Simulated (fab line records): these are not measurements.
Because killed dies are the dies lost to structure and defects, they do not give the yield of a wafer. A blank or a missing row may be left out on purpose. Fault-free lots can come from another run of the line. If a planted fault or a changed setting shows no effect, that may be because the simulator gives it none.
The tool behind it: which one? :: flow berkeleyCmos170 :: 42 wafers from 14 lots sampled at 6 of the route's 331 steps

== WHAT THE GAUGES READ, wafer by wafer ==
UCB170_NWELL_OVL_MEAS_12. Usual: for NWELL_OVL the level is -2 nm and the standard deviation is 6.2.
lot: L762
measured: day 2 12:18
on: overlay-01
NWELL_OVL (nm): 1 -1 4
flag: 

lot: L763
measured: day 2 21:38
on: overlay-01
NWELL_OVL (nm): -7 -5 -8
flag: 

lot: L765
measured: day 2 23:51
on: overlay-01
NWELL_OVL (nm): -8 -16 -11
flag: 

lot: L766
measured: day 3 03:57
on: overlay-02
NWELL_OVL (nm): -3 0 -3
flag: 

lot: L767
measured: day 3 10:44
on: overlay-02
NWELL_OVL (nm): -8 6 -1
flag: 

lot: L769
measured: day 3 23:57
on: overlay-02
NWELL_OVL (nm): -4 -1 -5
flag: 

lot: L770
measured: day 4 04:49
on: overlay-02
NWELL_OVL (nm): -10 -7 2
flag: 

lot: L771
measured: day 4 09:05
on: overlay-01
NWELL_OVL (nm): -7 -11 1
flag: 

lot: L774
measured: day 4 19:43
on: overlay-01
NWELL_OVL (nm): 5 11 6
flag: 

lot: L777
measured: day 5 21:35
on: overlay-02
NWELL_OVL (nm): 1 6 2
flag: 

lot: L779
measured: day 6 03:04
on: overlay-02
NWELL_OVL (nm): 2 9 8
flag: 

lot: L781
measured: day 6 08:55
on: overlay-02
NWELL_OVL (nm): -8 -11 -5
flag: 

lot: L783
measured: day 6 16:50
on: overlay-02
NWELL_OVL (nm): -8 -12 -6
flag: 

lot: L784
measured: day 7 04:31
on: overlay-02
NWELL_OVL (nm): 4 -4 -2
flag: 

UCB170_NWELL_TW_MEAS_16. Usual: for NWELL_TW the level is 1241 and the standard deviation is 13.
lot: L762
measured: day 2 12:41
on: filmMetro-02
NWELL_TW: 1250 1245 1246
flag: 

lot: L763
measured: day 2 22:01
on: filmMetro-04
NWELL_TW: 1253 1256 1261
flag: 

lot: L765
measured: day 3 00:14
on: filmMetro-03
NWELL_TW: 1221 1224 1221
flag: 

lot: L766
measured: day 3 04:20
on: filmMetro-03
NWELL_TW: 1225 1225 1226
flag: 

lot: L767
measured: day 3 11:07
on: filmMetro-02
NWELL_TW: 1240 1248 1242
flag: 

lot: L769
measured: day 4 00:21
on: filmMetro-04
NWELL_TW: 1256 1259 1253
flag: 

lot: L770
measured: day 4 05:13
on: filmMetro-03
NWELL_TW: 1219 1218 1215
flag: 

lot: L771
measured: day 4 09:28
on: filmMetro-04
NWELL_TW: 1264 1250 1252
flag: 

lot: L774
measured: day 4 20:07
on: filmMetro-03
NWELL_TW: 1221 1215 1212
flag: 

lot: L777
measured: day 5 21:58
on: filmMetro-02
NWELL_TW: 1241 1250 1252
flag: 

lot: L779
measured: day 6 03:28
on: filmMetro-04
NWELL_TW: 1256 1249 1255
flag: 

lot: L781
measured: day 6 09:18
on: filmMetro-04
NWELL_TW: 1255 1243 1253
flag: 

lot: L783
measured: day 6 17:14
on: filmMetro-03
NWELL_TW: 1238 1230 1236
flag: 

lot: L784
measured: day 7 04:55
on: filmMetro-03
NWELL_TW: 1237 1238 1240
flag: 

UCB170_PSD_TW_MEAS_10. Usual: for PSD_TW the level is 2319 and the standard deviation is 18.
lot: L762
measured: day 7 01:34
on: filmMetro-01
PSD_TW: 2339 2337 2348
flag: 

lot: L763
measured: day 7 01:50
on: filmMetro-04
PSD_TW: 2328 2331 2330
flag: 

lot: L765
measured: day 7 01:26
on: filmMetro-03
PSD_TW: 2322 2328 2322
flag: 

lot: L766
measured: day 7 14:34
on: filmMetro-03
PSD_TW: 2305 2317 2311
flag: 

lot: L767
measured: day 7 21:43
on: filmMetro-03
PSD_TW: 2300 2308 2306
flag: 

lot: L769
measured: day 8 18:53
on: filmMetro-04
PSD_TW: 2338 2325 2316
flag: 

lot: L770
measured: day 8 19:16
on: filmMetro-03
PSD_TW: 2827 2819 2823
flag: OFF

lot: L771
measured: day 8 19:19
on: filmMetro-01
PSD_TW: 2332 2333 2331
flag: 

lot: L774
measured: day 9 03:26
on: filmMetro-04
PSD_TW: 2859 2857 2847
flag: OFF

lot: L777
measured: day 9 21:23
on: filmMetro-03
PSD_TW: 2304 2293 2303
flag: 

lot: L779
measured: day 10 10:28
on: filmMetro-01
PSD_TW: 2351 2346 2355
flag: 

lot: L781
measured: day 10 10:55
on: filmMetro-01
PSD_TW: 2336 2337 2343
flag: 

lot: L783
measured: day 11 07:49
on: filmMetro-03
PSD_TW: 2305 2315 2311
flag: 

lot: L784
measured: day 11 19:44
on: filmMetro-01
PSD_TW: 2335 2347 2339
flag: 

UCB170_SDANNEAL_RS_MEAS_02: a four-point-probe measurement. Usual: for PSD_RS the level is 75.7 ohm/sq and the standard deviation is 0.3.
lot: L762
measured: day 7 05:10
on: filmMetro-03
PSD_RS (ohm/sq): 76.0 75.5 75.2
flag: 

lot: L763
measured: day 7 05:53
on: filmMetro-04
PSD_RS (ohm/sq): 75.8 75.5 75.6
flag: 

lot: L765
measured: day 7 04:59
on: filmMetro-04
PSD_RS (ohm/sq): 75.3 75.6 75.3
flag: 

lot: L766
measured: day 7 17:20
on: filmMetro-01
PSD_RS (ohm/sq): 76.1 75.7 76.3
flag: 

lot: L767
measured: day 8 00:49
on: filmMetro-03
PSD_RS (ohm/sq): 76.0 75.6 75.7
flag: 

lot: L769
measured: day 8 22:34
on: filmMetro-01
PSD_RS (ohm/sq): 75.5 75.9 75.9
flag: 

lot: L770
measured: day 8 22:49
on: filmMetro-03
PSD_RS (ohm/sq): 53.8 53.8 53.7
flag: OFF

lot: L771
measured: day 9 00:05
on: filmMetro-01
PSD_RS (ohm/sq): 75.2 75.7 75.7
flag: 

lot: L774
measured: day 9 07:22
on: filmMetro-03
PSD_RS (ohm/sq): 53.5 53.5 53.6
flag: OFF

lot: L777
measured: day 10 02:37
on: filmMetro-04
PSD_RS (ohm/sq): 75.4 75.2 75.8
flag: 

lot: L779
measured: day 10 13:42
on: filmMetro-03
PSD_RS (ohm/sq): 75.7 75.6 75.3
flag: 

lot: L781
measured: day 10 14:16
on: filmMetro-03
PSD_RS (ohm/sq): 75.9 75.7 75.8
flag: 

lot: L783
measured: day 11 12:56
on: filmMetro-04
PSD_RS (ohm/sq): 75.6 75.7 75.2
flag: 

lot: L784
measured: day 12 01:19
on: filmMetro-03
PSD_RS (ohm/sq): 75.8 75.6 75.4
flag: 

== WHAT TOOL EACH LOT RAN ON (gives the tool, then ch and the chambers of the sampled wafers, and finally the start) ==
lot: L762
UCB170_PSD_IMPLANT_08: implanter-02 ch 0, day 7 01:19
UCB170_PSD_STRIP_09: plasmaAsher-01 ch 0,1, day 7 01:28

lot: L763
UCB170_PSD_IMPLANT_08: implanter-01 ch 0, day 7 01:35
UCB170_PSD_STRIP_09: plasmaAsher-01 ch 0,1, day 7 01:44

lot: L765
UCB170_PSD_IMPLANT_08: implanter-01 ch 0, day 7 01:11
UCB170_PSD_STRIP_09: plasmaAsher-04 ch 0,1, day 7 01:20

lot: L766
UCB170_PSD_IMPLANT_08: implanter-03 ch 0, day 7 14:20
UCB170_PSD_STRIP_09: plasmaAsher-04 ch 0, day 7 14:28

lot: L767
UCB170_PSD_IMPLANT_08: implanter-03 ch 0, day 7 21:28
UCB170_PSD_STRIP_09: plasmaAsher-01 ch 0,1, day 7 21:37

lot: L769
UCB170_PSD_IMPLANT_08: implanter-01 ch 0, day 8 18:41
UCB170_PSD_STRIP_09: plasmaAsher-02 ch 0,1, day 8 18:47

lot: L770
UCB170_PSD_IMPLANT_08: implanter-01 ch 0, day 8 18:28
UCB170_PSD_STRIP_09: plasmaAsher-04 ch 0,1, day 8 19:10

lot: L771
UCB170_PSD_IMPLANT_08: implanter-01 ch 0, day 8 19:04
UCB170_PSD_STRIP_09: plasmaAsher-01 ch 0,1, day 8 19:13

lot: L774
UCB170_PSD_IMPLANT_08: implanter-03 ch 0, day 9 02:49
UCB170_PSD_STRIP_09: plasmaAsher-02 ch 0,1, day 9 03:15

lot: L777
UCB170_PSD_IMPLANT_08: implanter-01 ch 0, day 9 21:09
UCB170_PSD_STRIP_09: plasmaAsher-02 ch 0, day 9 21:16

lot: L779
UCB170_PSD_IMPLANT_08: implanter-01 ch 0, day 10 10:14
UCB170_PSD_STRIP_09: plasmaAsher-01 ch 0, day 10 10:21

lot: L781
UCB170_PSD_IMPLANT_08: implanter-01 ch 0, day 10 10:41
UCB170_PSD_STRIP_09: plasmaAsher-04 ch 0,1, day 10 10:48

lot: L783
UCB170_PSD_IMPLANT_08: implanter-03 ch 0, day 11 07:34
UCB170_PSD_STRIP_09: plasmaAsher-01 ch 0,1, day 11 07:43

lot: L784
UCB170_PSD_IMPLANT_08: implanter-02 ch 0, day 11 19:31
UCB170_PSD_STRIP_09: plasmaAsher-04 ch 0,1, day 11 19:39
- UCB170_PSD_IMPLANT_08
- UCB170_PSD_STRIP_09: strips in O2.

== AS READ BY THE TOOLS THEMSELVES (means over the sampled wafers that have a number; for cases with no such wafer, the mark the record gives instead) ==
UCB170_PSD_IMPLANT_08. Usual: tiltDeg 7.003 degrees, standard deviation 0.02.
lot: L762
tool: implanter-02
tiltDeg (degrees): 6.981
flag: 

lot: L763
tool: implanter-01
tiltDeg (degrees): 6.999
flag: 

lot: L765
tool: implanter-01
tiltDeg (degrees): 7.034
flag: 

lot: L766
tool: implanter-03
tiltDeg (degrees): 6.980
flag: 

lot: L767
tool: implanter-03
tiltDeg (degrees): 7.007
flag: 

lot: L769
tool: implanter-01
tiltDeg (degrees): 7.003
flag: 

lot: L770
tool: implanter-01
tiltDeg (degrees): 7.000
flag: 

lot: L771
tool: implanter-01
tiltDeg (degrees): 6.976
flag: 

lot: L774
tool: implanter-03
tiltDeg (degrees): 6.994
flag: 

lot: L777
tool: implanter-01
tiltDeg (degrees): 6.990
flag: 

lot: L779
tool: implanter-01
tiltDeg (degrees): 7.002
flag: 

lot: L781
tool: implanter-01
tiltDeg (degrees): 6.988
flag: 

lot: L783
tool: implanter-03
tiltDeg (degrees): 7.013
flag: 

lot: L784
tool: implanter-02
tiltDeg (degrees): 6.984
flag: 

UCB170_PSD_STRIP_09. Usual: drypumpMotorCurrentA 5.9 A, standard deviation 0.4; oesProductAu 0.600 a.u., standard deviation 0.0049; stripTimeToEndpointS 29.39 s, standard deviation 0.078.
lot: L762
tool: plasmaAsher-01
drypumpMotorCurrentA (A): 6.2
oesProductAu (a.u.): 0.603
stripTimeToEndpointS (s): 29.44
flag: 

lot: L763
tool: plasmaAsher-01
drypumpMotorCurrentA (A): 6.0
oesProductAu (a.u.): 0.602
stripTimeToEndpointS (s): 29.52
flag: 

lot: L765
tool: plasmaAsher-04
drypumpMotorCurrentA (A): 6.1
oesProductAu (a.u.): 0.599
stripTimeToEndpointS (s): 29.40
flag: 

lot: L766
tool: plasmaAsher-04
drypumpMotorCurrentA (A): 6.0
oesProductAu (a.u.): 0.598
stripTimeToEndpointS (s): 29.42
flag: 

lot: L767
tool: plasmaAsher-01
drypumpMotorCurrentA (A): 6.1
oesProductAu (a.u.): 0.599
stripTimeToEndpointS (s): 29.46
flag: 

lot: L769
tool: plasmaAsher-02
drypumpMotorCurrentA (A): 5.4
oesProductAu (a.u.): 0.600
stripTimeToEndpointS (s): 29.40
flag: 

lot: L770
tool: plasmaAsher-04
drypumpMotorCurrentA (A): 6.1
oesProductAu (a.u.): 0.519
stripTimeToEndpointS (s): 37.42
flag: OFF

lot: L771
tool: plasmaAsher-01
drypumpMotorCurrentA (A): 6.0
oesProductAu (a.u.): 0.602
stripTimeToEndpointS (s): 29.41
flag: 

lot: L774
tool: plasmaAsher-02
drypumpMotorCurrentA (A): 5.6
oesProductAu (a.u.): 0.515
stripTimeToEndpointS (s): 37.50
flag: OFF

lot: L777
tool: plasmaAsher-02
drypumpMotorCurrentA (A): 5.1
oesProductAu (a.u.): 0.593
stripTimeToEndpointS (s): 29.43
flag: 

lot: L779
tool: plasmaAsher-01
drypumpMotorCurrentA (A): 6.3
oesProductAu (a.u.): 0.601
stripTimeToEndpointS (s): 29.45
flag: 

lot: L781
tool: plasmaAsher-04
drypumpMotorCurrentA (A): 6.2
oesProductAu (a.u.): 0.597
stripTimeToEndpointS (s): 29.28
flag: 

lot: L783
tool: plasmaAsher-01
drypumpMotorCurrentA (A): 6.0
oesProductAu (a.u.): 0.602
stripTimeToEndpointS (s): 29.47
flag: 

lot: L784
tool: plasmaAsher-04
drypumpMotorCurrentA (A): 6.1
oesProductAu (a.u.): 0.602
stripTimeToEndpointS (s): 29.42
flag: 

== THE ANSWER, worked out from the rows above alone ==
Rule: a lot counts as off when the mean over its wafers that have a number is more than 3 standard deviations away from the usual mean. A lot without any number at a reading at which 4 lots or more have one is off too. All remaining lots with rows at the step are treated as sound. Order of review: gauges by route order, followed by the tools' own readings, for which a lot's mean as printed above is used. The first step at which some lot is off is used, and at that step the reading that is off furthest; a lot without a number counts as furthest.
Off: at UCB170_PSD_TW_MEAS_10 (PSD_TW), L770, L774.
If a tool, at a process step before that reading, ran all the lots that are off and no sound lot after the first of them, it fits. The gauges at UCB170_PSD_TW_MEAS_10 aren't tried: what is off there is off at UCB170_PSD_STRIP_09 too, on other tools, and a gauge's error can't cause that. None of those tried fits.

== WHAT THE SIMULATOR HAD INSERTED ==
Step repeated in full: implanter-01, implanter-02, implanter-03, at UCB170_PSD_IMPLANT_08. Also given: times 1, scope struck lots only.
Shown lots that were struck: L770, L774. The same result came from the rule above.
